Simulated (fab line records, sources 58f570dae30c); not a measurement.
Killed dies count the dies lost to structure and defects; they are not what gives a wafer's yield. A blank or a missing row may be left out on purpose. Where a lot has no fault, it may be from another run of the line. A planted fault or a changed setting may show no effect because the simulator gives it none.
One fault through the eyes of 2 desks | flow berkeley_cmos170 | what lay behind the numbers comes last; until then each desk has only its own

== DESK OF THE TOOL OWNER: rie_diel-03 ==
The tool's own readings at UCB170_M3_ETCH_17 (etches BARC in N2/H2): means of the sampled wafers that have a number, for each lot that ran on this tool. Any lot whose mean is over 4 standard deviations away from the usual mean is out of limits and marked OUT; that distance is given in the brackets.
Columns: A = chamber_pressure_mTorr at UCB170_M3_ETCH_17, usual 29.999 mTorr; B = drypump_motor_current_A at UCB170_M3_ETCH_17, usual 5.7 A; C = oes_product_au at UCB170_M3_ETCH_17, usual 1.004 a.u.; D = throttle_valve_pct at UCB170_M3_ETCH_17, usual 13.36 %
lot  | first seen here | A                        | B   | C                | D
L157 | day 10 05:25    | 29.978                   | 5.9 | 0.998            | 13.29
L158 | day 10 05:59    | 29.986                   | 5.9 | 1.010            | 13.30
L161 | day 10 23:54    | 30.004                   | 5.8 | 1.019            | 13.43
L162 | day 11 01:31    | 30.000                   | 5.4 | 0.990            | 13.23
L168 | day 11 21:13    | 29.979                   | 5.9 | 1.008            | 13.30
L167 | day 11 22:59    | 14.996 (-99 or more) OUT | 5.7 | 1.084 (+4.7) OUT | 13.38
L169 | day 12 00:25    | 14.990 (-99 or more) OUT | 5.4 | 1.063            | 13.22
Finding of this desk: L167, L169 out of limits; the first was L167 at day 11 22:59, on chamber_pressure_mTorr at UCB170_M3_ETCH_17. L157, L158, L161, L162, L168 stayed within limits.

== METROLOGY DESK ==
Means of the sampled wafers that have a number, per lot and without regard to the tool the lot ran on: this is what the gauges read. Any lot whose mean is over 4 standard deviations away from the usual mean is out of limits and marked OUT; that distance is given in the brackets.
Columns: A = M3_AL_THK at UCB170_M3_THK_MEAS_03, usual 897 nm
lot  | first seen here | A
L157 | day 10 01:44    | 905
L158 | day 10 02:43    | 901
L156 | day 10 06:05    | 896
L160 | day 10 16:59    | 895
L161 | day 10 20:25    | 891
L163 | day 10 20:44    | 906
L162 | day 10 22:02    | 883
L168 | day 11 19:17    | 887
L167 | day 11 20:54    | 886
L169 | day 11 22:31    | 899
L174 | day 12 22:51    | 881
L173 | day 13 00:47    | 897
L176 | day 13 06:34    | 909
L175 | day 13 07:42    | 890
This desk's finding: nothing out of limits on any of the 14 lots.

== BROUGHT TOGETHER ==
The tool owner's desk had the chance to raise an alarm at day 11 22:59 on L167, L169.
Nothing out of limits was seen by the metrology desk.
The metrology desk holds a record of L167, L169, inside its limits.
Every lot named ran UCB170_M3_ETCH_17 on rie_diel-03.

== WHAT HAD BEEN PUT IN BY THE SIMULATOR ==
Drift in process parameters on rie_diel-03 at UCB170_M3_ETCH_17, starting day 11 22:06. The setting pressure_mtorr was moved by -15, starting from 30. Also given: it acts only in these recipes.
Struck lots among those shown: L167, L169.
How many hours passed from the start of the fault until each desk's first out-of-limits reading: the tool owner's desk, 1.
